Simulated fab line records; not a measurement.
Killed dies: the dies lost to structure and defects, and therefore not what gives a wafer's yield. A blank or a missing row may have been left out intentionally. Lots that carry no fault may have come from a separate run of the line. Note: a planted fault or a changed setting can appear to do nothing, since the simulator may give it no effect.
Split-lot trial | flow berkeley cmos170 | on a route of 331 steps: 5 lots, 23 wafers read

## THE SPLIT ITSELF
At UCB170_GATE_PEB_10, the setting peb temp c was moved away from the recipe's 130 C on 12 of the 23 wafers read, by -2.0% to +2.5%. The other wafers ran this setting at the recipe's value.

## FROM THE SPLIT TO THE READING: what the file shows between them, 5 steps
- UCB170_GATE_DEVELOP_11: develop time 45 s
- UCB170_GATE_CD_MEAS_12: target cd 350 nm
- UCB170_GATE_ETCH_14: etches BARC in N2/H2
- UCB170_GATE_ETCH_15: etches poly-Si in HBr/Cl2, stops on SiO2, time 56.3 s, target depth 278.2 nm
- UCB170_GATE_STRIP_16: strips in O2

## THE READING
At UCB170_GATE_CD_MEAS_90: cd nm in nanometres, against a target cd of 350 nm. Typical for fault-free wafers on this fab line: 349.3 nm, with standard deviation 1.3 nm.

wafer  | tool, chamber at the split | peb temp c as run, C | against the recipe | cd nm, nm | against lot-mates on the recipe
L074.1 | litho track-03, 0          | 130                  | recipe             | 350.9     | -
L074.5 | litho track-03, 0          | 130                  | recipe             | 350.2     | -
L074.6 | litho track-03, 0          | 130                  | recipe             | 350.4     | -
L076.1 | litho track-01, 0          | 132.1                | +1.6%              | 335.8     | -12.3
L076.3 | litho track-01, 0          | 130                  | recipe             | 347.0     | -
L076.4 | litho track-01, 0          | 132.1                | +1.6%              | 335.4     | -12.8
L076.5 | litho track-01, 0          | 132.1                | +1.6%              | 334.9     | -13.2
L076.6 | litho track-01, 0          | 130                  | recipe             | 349.3     | -
L079.2 | litho track-01, 0          | 130                  | recipe             | 351.9     | -
L079.3 | litho track-01, 0          | 130                  | recipe             | 350.7     | -
L079.4 | litho track-01, 0          | 132.1                | +1.6%              | 337.6     | -13.7
L079.5 | litho track-01, 0          | 132.1                | +1.6%              | 339.5     | -11.8
L079.6 | litho track-01, 0          | 132.1                | +1.6%              | 336.6     | -14.7
L080.1 | litho track-04, 0          | 130                  | recipe             | 350.6     | -
L080.2 | litho track-04, 0          | 127.4                | -2.0%              | 370.4     | +19.6
L080.3 | litho track-04, 0          | 127.4                | -2.0%              | 368.8     | +18.0
L080.4 | litho track-04, 0          | 127.4                | -2.0%              | 371.1     | +20.3
L080.6 | litho track-04, 0          | 130                  | recipe             | 351.0     | -
L083.1 | litho track-04, 0          | 130                  | recipe             | 347.1     | -
L083.2 | litho track-04, 0          | 133.3                | +2.5%              | 329.6     | -17.9
L083.3 | litho track-04, 0          | 130                  | recipe             | 348.0     | -
L083.4 | litho track-04, 0          | 133.3                | +2.5%              | 330.2     | -17.4
L083.5 | litho track-04, 0          | 133.3                | +2.5%              | 330.2     | -17.4

THE FIT
A straight line over all 23 wafers: cd nm changes by -8.73 nm for each +1% of peb temp c; r = -0.99; the points scatter about the line by 1.9 nm.
The same after taking each lot's own level away (the mean of its wafers on the recipe; 23 wafers): -8.21 nm for each +1%; r = -0.99; scatter 1.6 nm.
That fit puts the effect of the largest move of peb temp c on the reading at 21 nm.
Measured against the standard deviation above, the lots' own levels, which go from 347.55 to 351.30 nm, span 2.9 times it.
Consequently the slope shifts little with the lot-to-lot level, the two slopes agreeing.
Check: -20.3 nm against its lot-mates is what the line predicts for one of the wafers moved furthest among these (+2.5%) when that wafer is left out of the fit. Against them it came out at -17.9 nm.

## THE WHOLE CHAIN: every reading that the file lists as answering this split, in the file's order
step                   | what it does                                                                 | reading                                                     | change (the file's fit)              | r (the file's)
UCB170_GATE_CD_MEAS_12 | target cd 350 nm                                                             | cd nm                                                       | -8.08 nm for each +1% of the setting | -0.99
UCB170_GATE_ETCH_15    | etches poly-Si in HBr/Cl2, stops on SiO2, time 56.3 s, target depth 278.2 nm | GATE.cd nm (the simulator's own value, which no gauge read) | -8.04 nm for each +1% of the setting | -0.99
UCB170_GATE_CD_MEAS_90 | target cd 350 nm                                                             | cd nm                                                       | -8.02 nm for each +1% of the setting | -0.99

## FILE'S OWN FIT
cd nm changes by -8.02 nm for each +1% of peb temp c, r = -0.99.
